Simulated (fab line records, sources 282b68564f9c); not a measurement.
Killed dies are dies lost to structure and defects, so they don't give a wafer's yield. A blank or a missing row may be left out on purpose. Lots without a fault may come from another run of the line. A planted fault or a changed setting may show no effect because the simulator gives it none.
One fault seen from 2 desks | flow rit_cmos | each desk has only its own numbers; what lay behind them comes last

THE METROLOGY DESK
What the gauges read, lot by lot, whatever tool the lot ran on: means of the sampled wafers that have a number. A lot is out of limits, marked OUT, if its mean lies more than 4 standard deviations from the usual mean; the brackets give that distance.
Columns: A = PSD_OVL at RIT_PSD_OVL_MEAS_06, usual -0.7 nm; B = NLDD_RS at RIT_SDANNEAL_RS_MEAS_07, usual 151.6 ohm/sq; C = SILICIDE_TI_RS at RIT_SILICIDE_RS_MEAS_02, usual 45.9 ohm/sq; D = SILICIDE_TI_THK at RIT_SILICIDE_THK_MEAS_03, usual 31.5 nm
lot  | first seen here | A    | B     | C              | D
L850 | day 3 03:29     | -1.9 | 151.2 | 45.4           | 31.6
L851 | day 3 05:25     | 1.1  | 151.5 | 44.9           | 31.9
L852 | day 3 12:01     | -2.4 | 152.0 | 45.4           | 31.9
L853 | day 3 15:26     | -0.4 | 151.9 | 46.1           | 31.3
L855 | day 4 01:54     | 0.6  | 151.8 | 46.1           | 31.2
L856 | day 4 05:29     | 1.0  | 152.2 | 46.3           | 31.1
L857 | day 4 12:04     | 0.4  | 151.8 | 46.6           | 31.0
L858 | day 4 16:17     | -1.4 | 150.5 | 45.3           | 31.6
L859 | day 4 22:32     | -3.2 | 151.2 | 44.4           | 32.3
L861 | day 5 08:02     | -1.1 | 152.1 | 47.1           | 31.0
L862 | day 5 12:05     | -2.3 | 151.7 | 94.9 (+63) OUT | 24.7 (-14) OUT
L864 | day 5 23:06     | -1.5 | 151.9 | 96.7 (+65) OUT | 24.6 (-14) OUT
L870 | day 7 05:51     | -0.0 | 151.8 | 46.6           | 31.2
L872 | day 7 14:03     | -0.3 | 151.2 | 46.6           | 30.7
This desk's finding: out of limits on L862, L864; first on L862, day 5 13:43 (SILICIDE_TI_RS at RIT_SILICIDE_RS_MEAS_02). In limits: L850, L851, L852, L853, L855, L856, L857, L858, L859, L861, L870, L872.

THE TOOL OWNER'S DESK: pvd_sputter-01
The tool's own readings at RIT_SILICIDE_SPUTTER_01 (material Ti, target thk 30 nm, time 240 s): means of the sampled wafers that have a number, for each lot that ran on this tool. A lot is out of limits, marked OUT, if its mean lies more than 4 standard deviations from the usual mean; the brackets give that distance.
Columns: A = throttle_valve_pct at RIT_SILICIDE_SPUTTER_01, usual 29.6 %
lot  | first seen here | A
L850 | day 3 04:58     | 30.2
L852 | day 3 13:31     | 29.7
L856 | day 4 07:02     | 29.9
L858 | day 4 17:48     | 29.4
L859 | day 5 00:01     | 30.3
L862 | day 5 13:34     | 29.3
L864 | day 6 00:35     | 29.5
This desk's finding: nothing out of limits on any of the 7 lots.

PUT TOGETHER
The metrology desk could have raised an alarm at day 5 13:43, on L862, L864.
The tool owner's desk saw nothing out of limits.
The tool owner's desk has L862, L864 on record, within its limits.
Of the lots named, all ran RIT_SILICIDE_SPUTTER_01 on pvd_sputter-01.

WHAT THE SIMULATOR HAD PUT IN
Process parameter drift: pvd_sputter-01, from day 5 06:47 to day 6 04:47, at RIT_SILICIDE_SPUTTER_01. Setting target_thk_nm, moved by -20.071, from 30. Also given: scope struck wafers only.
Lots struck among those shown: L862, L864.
Hours from the fault's start to each desk's first reading out of limits: the metrology desk, 7.
